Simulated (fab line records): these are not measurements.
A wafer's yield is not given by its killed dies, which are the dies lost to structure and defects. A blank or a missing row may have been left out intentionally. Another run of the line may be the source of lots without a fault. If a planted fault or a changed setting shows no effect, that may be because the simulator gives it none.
The tool behind it: which one? || flow rit-cmos || 14 lots with 42 wafers sampled at 5 steps, on a route of 202 steps

## WHAT THE GAUGES SHOWED, per wafer
RIT_WELLDRIVE_RS_MEAS_02: a four-point-probe measurement.
{"lot": "L168", "measured": "day 2 04:24", "on": "film-metro-03", "PWELL_RS (ohm/sq)": "429.3 429.1 429.3"}
{"lot": "L169", "measured": "day 2 08:45", "on": "film-metro-04", "PWELL_RS (ohm/sq)": "432.3 432.3 430.9"}
{"lot": "L170", "measured": "day 2 14:33", "on": "film-metro-04", "PWELL_RS (ohm/sq)": "428.7 428.7 429.7"}
{"lot": "L171", "measured": "day 2 19:31", "on": "film-metro-04", "PWELL_RS (ohm/sq)": "429.1 428.7 428.4"}
{"lot": "L172", "measured": "day 3 00:32", "on": "film-metro-03", "PWELL_RS (ohm/sq)": "429.1 429.4 429.0"}
{"lot": "L174", "measured": "day 3 09:51", "on": "film-metro-02", "PWELL_RS (ohm/sq)": "430.9 430.1 430.4"}
{"lot": "L176", "measured": "day 3 20:29", "on": "film-metro-02", "PWELL_RS (ohm/sq)": "429.4 429.7 431.3"}
{"lot": "L178", "measured": "day 4 06:37", "on": "film-metro-04", "PWELL_RS (ohm/sq)": "428.3 428.1 427.3"}
{"lot": "L179", "measured": "day 4 11:20", "on": "film-metro-04", "PWELL_RS (ohm/sq)": "429.2 429.0 428.6"}
{"lot": "L181", "measured": "day 4 21:40", "on": "film-metro-02", "PWELL_RS (ohm/sq)": "431.2 429.9 430.5"}
{"lot": "L182", "measured": "day 5 01:56", "on": "film-metro-03", "PWELL_RS (ohm/sq)": "426.8 427.8 426.7"}
{"lot": "L186", "measured": "day 5 22:11", "on": "film-metro-03", "PWELL_RS (ohm/sq)": "432.1 433.7 432.9"}
{"lot": "L187", "measured": "day 6 05:49", "on": "film-metro-02", "PWELL_RS (ohm/sq)": "428.9 431.6 431.4"}
{"lot": "L191", "measured": "day 7 01:23", "on": "film-metro-03", "PWELL_RS (ohm/sq)": "433.0 433.2 433.4"}

RIT_GATE_THK_MEAS_07.
{"lot": "L168", "measured": "day 2 09:25", "on": "film-metro-01", "GATE_OXIDE_THK (nm)": "2.97 2.98 2.99"}
{"lot": "L169", "measured": "day 2 13:53", "on": "film-metro-04", "GATE_OXIDE_THK (nm)": "2.95 3.03 3.03"}
{"lot": "L170", "measured": "day 2 20:41", "on": "film-metro-04", "GATE_OXIDE_THK (nm)": "3.00 3.03 2.93"}
{"lot": "L171", "measured": "day 3 00:49", "on": "film-metro-04", "GATE_OXIDE_THK (nm)": "3.14 3.12 3.09"}
{"lot": "L172", "measured": "day 3 05:40", "on": "film-metro-01", "GATE_OXIDE_THK (nm)": "3.04 3.10 3.08"}
{"lot": "L174", "measured": "day 3 14:54", "on": "film-metro-01", "GATE_OXIDE_THK (nm)": "3.10 3.11 3.14"}
{"lot": "L176", "measured": "day 4 01:38", "on": "film-metro-02", "GATE_OXIDE_THK (nm)": "3.10 3.01 3.03"}
{"lot": "L178", "measured": "day 4 11:45", "on": "film-metro-04", "GATE_OXIDE_THK (nm)": "3.03 2.99 3.06"}
{"lot": "L179", "measured": "day 4 16:29", "on": "film-metro-04", "GATE_OXIDE_THK (nm)": "3.01 3.09 3.07"}
{"lot": "L181", "measured": "day 5 02:58", "on": "film-metro-04", "GATE_OXIDE_THK (nm)": "3.02 3.12 3.12"}
{"lot": "L182", "measured": "day 5 09:11", "on": "film-metro-04", "GATE_OXIDE_THK (nm)": "3.06 2.96 3.08"}
{"lot": "L186", "measured": "day 6 05:39", "on": "film-metro-04", "GATE_OXIDE_THK (nm)": "3.03 3.04 3.06"}
{"lot": "L187", "measured": "day 6 12:50", "on": "film-metro-04", "GATE_OXIDE_THK (nm)": "2.97 2.96 2.99"}
{"lot": "L191", "measured": "day 7 07:44", "on": "film-metro-01", "GATE_OXIDE_THK (nm)": "3.07 3.16 3.05"}

RIT_SILICIDE_RS_MEAS_02: a four-point-probe measurement.
{"lot": "L168", "measured": "day 3 01:27", "on": "film-metro-04", "SILICIDE_TI_RS (ohm/sq)": "46.1 46.4 45.8"}
{"lot": "L169", "measured": "day 3 06:32", "on": "film-metro-04", "SILICIDE_TI_RS (ohm/sq)": "45.4 45.4 45.3"}
{"lot": "L170", "measured": "day 3 12:57", "on": "film-metro-04", "SILICIDE_TI_RS (ohm/sq)": "46.5 46.1 45.9"}
{"lot": "L171", "measured": "day 3 17:52", "on": "film-metro-01", "SILICIDE_TI_RS (ohm/sq)": "46.1 46.0 46.2"}
{"lot": "L172", "measured": "day 3 23:38", "on": "film-metro-02", "SILICIDE_TI_RS (ohm/sq)": "45.7 45.2 45.7"}
{"lot": "L174", "measured": "day 4 07:23", "on": "film-metro-04", "SILICIDE_TI_RS (ohm/sq)": "46.8 46.6 46.1"}
{"lot": "L176", "measured": "day 4 18:59", "on": "film-metro-04", "SILICIDE_TI_RS (ohm/sq)": "47.0 46.8 46.9"}
{"lot": "L178", "measured": "day 5 04:09", "on": "film-metro-02", "SILICIDE_TI_RS (ohm/sq)": "46.3 46.3 46.3"}
{"lot": "L179", "measured": "day 5 08:54", "on": "film-metro-01", "SILICIDE_TI_RS (ohm/sq)": "45.7 46.2 46.5"}
{"lot": "L181", "measured": "day 5 20:19", "on": "film-metro-04", "SILICIDE_TI_RS (ohm/sq)": "46.5 46.0 45.6"}
{"lot": "L182", "measured": "day 6 01:22", "on": "film-metro-04", "SILICIDE_TI_RS (ohm/sq)": "46.5 45.9 46.3"}
{"lot": "L186", "measured": "day 6 22:07", "on": "film-metro-01", "SILICIDE_TI_RS (ohm/sq)": "46.8 46.4 46.4"}
{"lot": "L187", "measured": "day 7 06:58", "on": "film-metro-01", "SILICIDE_TI_RS (ohm/sq)": "45.9 46.0 45.9"}
{"lot": "L191", "measured": "day 7 23:44", "on": "film-metro-02", "SILICIDE_TI_RS (ohm/sq)": "45.7 45.7 46.0"}

RIT_CONTACT_OVL_MEAS_09.
{"lot": "L168", "measured": "day 3 02:59", "on": "overlay-01", "CONTACT_OVL (nm)": "0.7 -0.7 0.4"}
{"lot": "L169", "measured": "day 3 08:03", "on": "overlay-02", "CONTACT_OVL (nm)": "1.5 1.6 -0.1"}
{"lot": "L170", "measured": "day 3 14:30", "on": "overlay-01", "CONTACT_OVL (nm)": "-0.7 0.5 -1.8"}
{"lot": "L171", "measured": "day 3 19:32", "on": "overlay-01", "CONTACT_OVL (nm)": "2.4 3.7 2.5"}
{"lot": "L172", "measured": "day 4 01:10", "on": "overlay-02", "CONTACT_OVL (nm)": "3.1 3.6 2.4"}
{"lot": "L174", "measured": "day 4 08:56", "on": "overlay-02", "CONTACT_OVL (nm)": "0.5 2.5 -0.7"}
{"lot": "L176", "measured": "day 4 20:35", "on": "overlay-01", "CONTACT_OVL (nm)": "3.1 3.1 3.2"}
{"lot": "L178", "measured": "day 5 05:42", "on": "overlay-01", "CONTACT_OVL (nm)": "2.9 2.3 3.8"}
{"lot": "L179", "measured": "day 5 10:29", "on": "overlay-02", "CONTACT_OVL (nm)": "2.5 1.7 2.3"}
{"lot": "L181", "measured": "day 5 21:58", "on": "overlay-02", "CONTACT_OVL (nm)": "1.6 2.6 2.1"}
{"lot": "L182", "measured": "day 6 03:02", "on": "overlay-02", "CONTACT_OVL (nm)": "1.2 0.5 1.4"}
{"lot": "L186", "measured": "day 6 23:50", "on": "overlay-02", "CONTACT_OVL (nm)": "6.0 6.0 6.1"}
{"lot": "L187", "measured": "day 7 08:31", "on": "overlay-01", "CONTACT_OVL (nm)": "-0.3 -0.4 0.0"}
{"lot": "L191", "measured": "day 8 01:17", "on": "overlay-01", "CONTACT_OVL (nm)": "-2.3 -1.4 -2.1"}

## TOOL THAT RAN EACH LOT (tool first, then ch and the chambers of the sampled wafers, then the start)
{"lot": "L168", "RIT_PWELL_IMPLANT_08": "implanter-01 ch 0, day 1 22:08"}
{"lot": "L169", "RIT_PWELL_IMPLANT_08": "implanter-04 ch 0, day 2 03:10"}
{"lot": "L170", "RIT_PWELL_IMPLANT_08": "implanter-01 ch 0, day 2 08:58"}
{"lot": "L171", "RIT_PWELL_IMPLANT_08": "implanter-01 ch 0, day 2 13:55"}
{"lot": "L172", "RIT_PWELL_IMPLANT_08": "implanter-04 ch 0, day 2 18:19"}
{"lot": "L174", "RIT_PWELL_IMPLANT_08": "implanter-01 ch 0, day 3 04:16"}
{"lot": "L176", "RIT_PWELL_IMPLANT_08": "implanter-01 ch 0, day 3 14:54"}
{"lot": "L178", "RIT_PWELL_IMPLANT_08": "implanter-02 ch 0, day 4 00:58"}
{"lot": "L179", "RIT_PWELL_IMPLANT_08": "implanter-02 ch 0, day 4 05:44"}
{"lot": "L181", "RIT_PWELL_IMPLANT_08": "implanter-04 ch 0, day 4 15:14"}
{"lot": "L182", "RIT_PWELL_IMPLANT_08": "implanter-01 ch 0, day 4 20:20"}
{"lot": "L186", "RIT_PWELL_IMPLANT_08": "implanter-01 ch 0, day 5 16:16"}
{"lot": "L187", "RIT_PWELL_IMPLANT_08": "implanter-04 ch 0, day 5 23:50"}
{"lot": "L191", "RIT_PWELL_IMPLANT_08": "implanter-01 ch 0, day 6 19:29"}
- RIT_PWELL_IMPLANT_08

## WHAT THE TOOLS THEMSELVES READ (means of the sampled wafers that have a number; where no wafer has one, the mark that the record gives instead)
RIT_PWELL_IMPLANT_08.
{"lot": "L168", "tool": "implanter-01", "beam-energy-keV": 169.95, "beam-on-s (s)": 9.80}
{"lot": "L169", "tool": "implanter-04", "beam-energy-keV": 170.00, "beam-on-s (s)": 9.94}
{"lot": "L170", "tool": "implanter-01", "beam-energy-keV": 170.05, "beam-on-s (s)": 9.95}
{"lot": "L171", "tool": "implanter-01", "beam-energy-keV": 170.01, "beam-on-s (s)": 9.90}
{"lot": "L172", "tool": "implanter-04", "beam-energy-keV": 169.96, "beam-on-s (s)": 10.00}
{"lot": "L174", "tool": "implanter-01", "beam-energy-keV": 170.07, "beam-on-s (s)": 9.95}
{"lot": "L176", "tool": "implanter-01", "beam-energy-keV": 170.01, "beam-on-s (s)": 9.87}
{"lot": "L178", "tool": "implanter-02", "beam-energy-keV": 169.94, "beam-on-s (s)": 10.02}
{"lot": "L179", "tool": "implanter-02", "beam-energy-keV": 170.04, "beam-on-s (s)": 9.94}
{"lot": "L181", "tool": "implanter-04", "beam-energy-keV": 170.00, "beam-on-s (s)": 9.99}
{"lot": "L182", "tool": "implanter-01", "beam-energy-keV": 170.00, "beam-on-s (s)": 10.05}
{"lot": "L186", "tool": "implanter-01", "beam-energy-keV": 157.79, "beam-on-s (s)": 10.18}
{"lot": "L187", "tool": "implanter-04", "beam-energy-keV": 169.97, "beam-on-s (s)": 10.09}
{"lot": "L191", "tool": "implanter-01", "beam-energy-keV": 157.82, "beam-on-s (s)": 10.04}

## THE ANSWER, worked out from the rows above alone
Rule: what is usual is taken from the lots themselves. The widest of any qualifying gaps counts: lots, ordered by their means at a reading, are off when they make up no more than a third of the lots, leave a main group of 4 or more, and stand apart from it by 3 or more times the standard deviation of that group's means. If all means in a main group match to the digits the tables above print for the reading, that group is not used. Also off: a lot with no number at a reading for which 4 or more lots have one. Any other lot the step has rows for is counted as sound. Order of review: gauges by route order, followed by the tools' own readings, for which a lot's mean as printed above is used. At the first step where some lot is off, the reading lying furthest off is the one used; lots without a number count as furthest.
Off: L186, L191, at RIT_PWELL_IMPLANT_08 (beam-energy-keV). The main group: mean 170.00, standard deviation 0.039.
A tool fits if, at that step or a process step before it, it ran every lot that is off, and no sound lot after the first of them. One fits: implanter-01 at RIT_PWELL_IMPLANT_08. Its last sound lot is L182 (day 4 20:20), its first lot that is off L186 (day 5 16:16): a fault that began between those two fits.
On the lots that are off, the tool's own readings at RIT_PWELL_IMPLANT_08 differ by more than 5 times the standard deviation of the sound lots' means, which bears it out; beam-energy-keV reads 157.81 there versus 170.00 on the sound lots.

## WHAT THE SIMULATOR HAD PUT IN
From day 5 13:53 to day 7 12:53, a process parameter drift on implanter-01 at RIT_PWELL_IMPLANT_08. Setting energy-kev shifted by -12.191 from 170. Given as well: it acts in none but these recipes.
Struck lots among those shown: L186, L191. The same result came from the rule above.
